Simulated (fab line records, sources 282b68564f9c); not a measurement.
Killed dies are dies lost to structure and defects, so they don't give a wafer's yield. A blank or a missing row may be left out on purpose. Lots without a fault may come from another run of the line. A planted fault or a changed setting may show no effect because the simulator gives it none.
fab line records | flow rit_cmos
record lots=13 wafers=39 last_day=7
route steps=202 shown FOX1@21 FOX2@25 SILICIDE@165 M1@198
lots that met no fault: from a run of the same line without faults
start_h: hours from the record's first day to the start of the lot's first wafer shown | wait_h: hours since the lot's step before | " the same as in the row above | L1.1+2: a row that stands for several wafers | - no value, or no start given | * or withheld: withheld | < > ~ a bound
route shown NAME@n: a module of which the file shows steps, and the number in the route of the first | usual: mean/standard deviation of fault-free wafers | same: alike in all rows | chamber/n: place in a boat | sites: the reading at each site | _std_site: their standard deviation | _edge_site: outer sites' mean less inner sites' | radius_mm: how far each site lies from the wafer's centre | mask NAME#n: copy n | behind: the tool/chamber that last shaped the wafer | hold: why the lot was held/for how many hours/how that ended | device: the transistor (n, p or np) that didn't switch | end of line: the same wafers' tests at the end of the route | a step without rows: its recipe alone | killed: dies lost to structure and defects at the first sort, not the wafer's yield | map: a wafer's dies, x killed, . not, _ none there
set.NAME: the setting as run; set.NAME@STEP: as run at that earlier step | model.NAME: the simulator's own value behind a step, which no gauge read
steps of the route over a sample of lots; a table a step, a row a wafer
services: from which hour (start_h, from the record's first day; less than 0 if before it) a tool's chamber was out of use, for how many hours, and why
## steps
# step RIT_FOX1_THK_MEAS_01
# recipe reads=SiO2_of_FOX1_OXIDATION_00
# usual FOX1_OXIDE_THK=347/7.7
# columns lot.wafer tool chamber start_h wait_h FOX1_OXIDE_THK[nm]
L138.1 film_metro-04 - 18.09 0.0 345
L138.4 " - " " 356
L138.5 " - " " 352
L139.1 film_metro-01 - 25.83 0.0 328
L139.2 " - " " 341
L139.4 " - " " 334
L140.1 film_metro-04 - 30.08 0.0 348
L140.2 " - " " 355
L140.3 " - " " 352
L141.2 film_metro-04 - 33.95 0.0 351
L141.3 " - " " 354
L141.5 " - " " 357
L142.1 film_metro-04 - 41.55 0.0 350
L142.3 " - " " 351
L142.6 " - " " 356
L143.4 film_metro-04 - 47.38 0.0 343
L143.5 " - " " 339
L143.6 " - " " 343
L144.1 film_metro-04 - 50.13 0.0 344
L144.4 " - " " 341
L144.6 " - " " 340
L145.3 film_metro-04 - 54.73 0.0 366
L145.5 " - " " 363
L145.6 " - " " 360
L150.3 film_metro-01 - 79.80 0.0 339
L150.4 " - " " 342
L150.5 " - " " 342
L155.4 film_metro-01 - 107.18 0.0 353
L155.5 " - " " 353
L155.6 " - " " 356
L156.1 film_metro-01 - 108.37 0.0 352
L156.2 " - " " 350
L156.5 " - " " 353
L159.1 film_metro-01 - 123.34 0.0 336
L159.5 " - " " 332
L159.6 " - " " 333
L160.3 film_metro-04 - 129.41 0.0 354
L160.4 " - " " 349
L160.6 " - " " 351
# step RIT_FOX2_CLEAN_02
# recipe chemistry=dHF dilution=50:1 time_s=180
# usual run_length_s=208/3.2
# columns lot.wafer tool chamber start_h wait_h run_length_s
L138.1 wet_bench-03 2 19.64 0.1 207
L138.4 " 2 " " 207
L138.5 " 2 " " 207
L139.1 wet_bench-02 2 28.82 0.1 205
L139.2 " 2 " " 205
L139.4 " 2 " " 205
L140.1 wet_bench-02 3 32.81 0.1 207
L140.2 " 3 " " 207
L140.3 " 3 " " 207
L141.2 wet_bench-03 2 36.67 0.0 205
L141.3 " 2 " " 205
L141.5 " 2 " " 205
L142.1 wet_bench-03 0 46.02 0.1 206
L142.3 " 0 " " 206
L142.6 " 0 " " 206
L143.4 wet_bench-03 0 48.98 0.0 215
L143.5 " 0 " " 215
L143.6 " 0 " " 215
L144.1 wet_bench-03 2 53.33 0.1 214
L144.4 " 2 " " 214
L144.6 " 2 " " 214
L145.3 wet_bench-02 3 57.20 0.0 208
L145.5 " 3 " " 208
L145.6 " 3 " " 208
L150.3 wet_bench-02 3 81.33 0.0 56
L150.4 " 3 " " 56
L150.5 " 3 " " 56
L155.4 wet_bench-03 0 109.74 0.0 206
L155.5 " 0 " " 206
L155.6 " 0 " " 206
L156.1 wet_bench-03 3 111.40 0.1 207
L156.2 " 3 " " 207
L156.5 " 3 " " 207
L159.1 wet_bench-01 3 125.79 0.1 206
L159.5 " 3 " " 206
L159.6 " 3 " " 206
L160.3 wet_bench-01 0 131.19 0.0 215
L160.4 " 0 " " 215
L160.6 " 0 " " 215
# step RIT_SILICIDE_RTA_04
# recipe temp_c=650 time_s=10 idle_temp_c=25 ramp_up_s=5 ramp_down_s=5 cool_to_c=25 ambient=N2
# usual anneal_temp_c_max=652.8/0.63 wafer_temp_C_max=652.5/0.54
# columns lot.wafer tool chamber start_h wait_h anneal_temp_c_max wafer_temp_C_max
L138.1 rtp_anneal-02 0 61.61 0.1 653.4 651.4
L138.4 " 0 " " 653.0 652.0
L138.5 " 0 " " 653.0 652.8
L139.1 rtp_anneal-01 0 65.92 0.1 651.6 652.2
L139.2 " 0 " " 652.5 652.5
L139.4 " 0 " " 652.9 653.1
L140.1 rtp_anneal-02 0 71.03 0.1 652.7 652.6
L140.2 " 0 " " 652.8 652.5
L140.3 " 0 " " 652.7 652.4
L141.2 rtp_anneal-01 0 77.11 0.1 652.6 652.5
L141.3 " 0 " " 652.8 652.8
L141.5 " 0 " " 651.8 652.7
L142.1 rtp_anneal-02 0 83.80 0.1 653.5 652.9
L142.3 " 0 " " 651.9 652.1
L142.6 " 0 " " 653.3 651.7
L143.4 rtp_anneal-01 0 86.19 0.1 652.9 653.5
L143.5 " 0 " " 652.5 652.4
L143.6 " 0 " " 652.9 652.7
L144.1 rtp_anneal-02 0 90.27 0.1 652.3 652.5
L144.4 " 0 " " 653.0 652.5
L144.6 " 0 " " 653.7 651.8
L145.3 rtp_anneal-01 0 97.50 0.1 652.7 652.7
L145.5 " 0 " " 652.6 652.5
L145.6 " 0 " " 652.3 652.5
L150.3 rtp_anneal-02 0 116.08 0.1 653.2 651.6
L150.4 " 0 " " 653.0 652.1
L150.5 " 0 " " 652.6 651.3
L155.4 rtp_anneal-01 0 141.90 0.1 652.7 652.0
L155.5 " 0 " " 652.2 651.7
L155.6 " 0 " " 651.8 652.9
L156.1 rtp_anneal-02 0 146.49 0.1 653.3 652.0
L156.2 " 0 " " 653.8 652.7
L156.5 " 0 " " 652.6 652.0
L159.1 rtp_anneal-01 0 161.93 0.1 653.0 651.8
L159.5 " 0 " " 653.2 652.9
L159.6 " 0 " " 652.8 652.4
L160.3 rtp_anneal-02 0 168.64 0.1 652.5 652.8
L160.4 " 0 " " 652.5 654.1
L160.6 " 0 " " 653.1 652.3
# step RIT_M1_STRIP_14
# recipe chemistry=O2 time_s=180 platen_temp_c=withheld power_w=500 pressure_mtorr=4000 o2_flow_sccm=4000
# usual chamber_pressure_mTorr=4000/4.1 drypump_motor_current_A=5.7/0.31
# columns lot.wafer tool chamber start_h wait_h chamber_pressure_mTorr drypump_motor_current_A rf_hours_counter_h
L138.1 plasma_asher-03 0 66.30 0.0 4004 5.8 44
L138.4 " 0 " " 4008 5.8 -
L138.5 " 0 " " 4002 5.8 -
L139.1 plasma_asher-03 0 70.47 0.0 3999 5.8 45
L139.2 " 1 " " 3999 5.3 45
L139.4 " 1 " " 4004 5.3 -
L140.1 plasma_asher-04 0 75.53 0.0 3996 5.3 38
L140.2 " 1 " " 3998 5.7 38
L140.3 " 0 " " 3996 5.3 -
L141.2 plasma_asher-02 0 82.41 0.0 4005 6.3 45
L141.3 " 0 " " 4000 6.3 -
L141.5 " 0 " " 3996 6.3 -
L142.1 plasma_asher-02 0 88.72 0.0 4006 6.3 45
L142.3 " 1 " " 4003 5.7 -
L142.6 " 0 " " 4002 6.3 -
L143.4 plasma_asher-03 0 91.21 0.1 3998 5.8 -
L143.5 " 1 " " 4002 5.4 -
L143.6 " 0 " " 4005 5.8 -
L144.1 plasma_asher-02 0 95.06 0.0 4003 6.3 46
L144.4 " 1 " " 4002 5.7 -
L144.6 " 0 " " 3997 6.3 -
L145.3 plasma_asher-03 1 102.34 0.1 3997 5.3 -
L145.5 " 0 " " 4003 5.8 -
L145.6 " 1 " " 3997 5.3 -
L150.3 plasma_asher-03 0 120.89 0.1 4007 5.8 -
L150.4 " 1 " " 4006 5.3 -
L150.5 " 0 " " 4005 5.8 -
L155.4 plasma_asher-02 1 146.78 0.1 3995 5.7 -
L155.5 " 0 " " 3995 6.3 -
L155.6 " 1 " " 3997 5.7 -
L156.1 plasma_asher-02 0 151.14 0.0 4002 6.3 53
L156.2 " 1 " " 4004 5.7 53
L156.5 " 1 " " 4002 5.7 -
L159.1 plasma_asher-03 1 167.28 0.1 4001 5.3 54
L159.5 " 0 " " 3998 5.9 -
L159.6 " 1 " " 3995 5.3 -
L160.3 plasma_asher-03 1 173.29 0.1 3997 5.3 -
L160.4 " 0 " " 4001 5.8 -
L160.6 " 0 " " 3995 5.8 -
## services
# columns tool chamber start_h hours kind
wet_bench-02 - 5.87 2.9 repair
plasma_asher-03 - 7.41 1.5 repair
plasma_asher-04 - 62.61 0.7 repair
plasma_asher-04 - 91.79 1.4 repair
plasma_asher-04 - 99.32 2.8 repair
plasma_asher-04 - 108.75 9.0 pm
plasma_asher-04 0 108.75 9.0 vent_cycle
plasma_asher-04 1 108.75 9.0 vent_cycle
plasma_asher-04 0 117.75 - clean
plasma_asher-04 1 117.75 - clean
plasma_asher-03 - 141.43 21.0 repair
plasma_asher-04 - 167.71 2.4 repair
## key
first_sign step=RIT_FOX2_CLEAN_02 reading=run_length_s direction=down sigmas=47 usual=* struck=*
effect none on later readings
met_at RIT_FOX2_CLEAN_02
struck_lots L150
struck_wafers L150.3,L150.4,L150.5
sort_left_out L150.3,L150.4,L150.5
tester_left_out L150
not_acting_at RIT_FOX1_THK_MEAS_01,RIT_SILICIDE_RTA_04,RIT_M1_STRIP_14
onset_between 57.20 81.33
fault kind=process_parameter_drift tool=wet_bench-02 chamber=3 onset_h=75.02 steps=RIT_FOX2_CLEAN_02 channel=time_s offset=* shape=step end_h=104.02 acts_in=* stated=*
# tester_left_out: of these lots the tester's yield and bins aren't shown, on N5 and GAA mostly nor the transistor test; their killed dies are dies lost to structure and defects alone, not to doping, threshold or leakage, so they don't give the yield
# sort_left_out: the simulated sort isn't trusted on such a fault, so these wafers' sort isn't shown, and their yield isn't known
